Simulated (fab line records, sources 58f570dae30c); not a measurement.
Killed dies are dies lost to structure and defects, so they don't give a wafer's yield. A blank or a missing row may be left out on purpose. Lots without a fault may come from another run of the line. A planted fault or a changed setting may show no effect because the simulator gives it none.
Problem report in the 8D (eight disciplines) form, filled by code | flow berkeley_cmos170 | the parts of the form that need people (team, actions taken, sign-off) are left out

1. THE PROBLEM
M3_AL_RS at UCB170_M3_RS_MEAS_02 reads a mean of 0.0346 ohm/sq on 2 wafers of 2 lots; wafers without a fault read 0.0324 ohm/sq with a standard deviation of 0.00037. That is +5.9 standard deviations from the usual mean.
The step: measures by four-point-probe.
First seen on wafer L249.2, day 10 21:53, on film_metro-03. The record holds 42 wafers of 14 lots with a number at this step. Rule for "out", or "out of limits": more than 4 standard deviations from the usual mean. The other wafers with a number count as sound.

2. WHAT IT IS AND WHAT IT IS NOT
question                    | is                           | is not
which readings at this step | M3_AL_RS                     | -
which lots                  | L249, L250                   | L232, L233, L235, L236, L237, L238, L239, L240, L241, L242, L253, L254
which wafers of those lots  | L249.2, L250.2               | L249.4, L249.5, L250.1, L250.5
read on which gauges        | film_metro-01, film_metro-03 | film_metro-04
when                        | from day 10 21:53            | up to then (32 sound wafers); but 8 sound wafers of L250, L253, L254 came after

3. SUSPECTS, AND WHAT RULES EACH OUT
Counting: a tool at a process step up to the reading stays a suspect if it ran every lot that is out. Sound lots after the first of them don't rule it out here, since some wafers of a struck lot are sound.
- the gauge at UCB170_M3_RS_MEAS_02: ruled out. The wafers that are out were read on 2 gauges (film_metro-01, film_metro-03).
- cmp-01 at UCB170_V2_CMP_02 (polishes SiO2): kept. It ran every lot that is out, first L249 (day 10 19:22); its last sound lot up to then is L241 (day 9 09:03).
- pvd_sputter-04 at UCB170_M3_SPUTTER_01 (material Al, target thk 900 nm, time 120 s): kept. It ran every lot that is out, first L249 (day 10 21:47); its last sound lot up to then is L242 (day 9 11:47).
Left after counting: cmp-01 at UCB170_V2_CMP_02, pvd_sputter-04 at UCB170_M3_SPUTTER_01.

4. THE CAUSE (what the simulator had put in)
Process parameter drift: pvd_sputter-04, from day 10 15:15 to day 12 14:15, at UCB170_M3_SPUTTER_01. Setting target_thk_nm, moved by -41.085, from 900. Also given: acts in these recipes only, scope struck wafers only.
Counting left 2 suspects, and this tool is among them.

5. THE CHAIN OF EFFECTS, in route order
Each row: a reading whose mean over the struck wafers that have a number lies more than 3 standard deviations from the usual. Only readings for which the record gives a usual standard deviation are gone through. hours: the time from each lot's start at the first step in this table that gives one to its start at this step, as a median over the lots. sigmas: the change in usual standard deviations.
hours | step                  | reading   | usual         | on struck wafers | change  | sigmas
0     | UCB170_M3_RS_MEAS_02  | M3_AL_RS  | 0.0324 ohm/sq | 0.0346           | +0.0022 | +5.9
0     | UCB170_M3_THK_MEAS_03 | M3_AL_THK | 894 nm        | 840              | -54     | -4.5
Later measuring or inspecting steps at which every struck wafer that the step has a row for has a number for every such reading, and none has moved that far: UCB170_M3_OVL_MEAS_16.

6. WHAT WOULD HAVE CAUGHT IT SOONER
In this record the first reading out of limits at a measuring or inspecting step was taken at day 10 21:53, 7 hours after the fault began at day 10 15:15.
Of the tool readings at UCB170_M3_SPUTTER_01 for which the record gives a usual standard deviation, none was out on any struck wafer, so an alarm limit of 4 standard deviations on them would not have fired.
Of the lots that are out (2), L250 began UCB170_M3_SPUTTER_01 on pvd_sputter-04 after day 10 21:53. A hold on the tool at that time would have spared it.
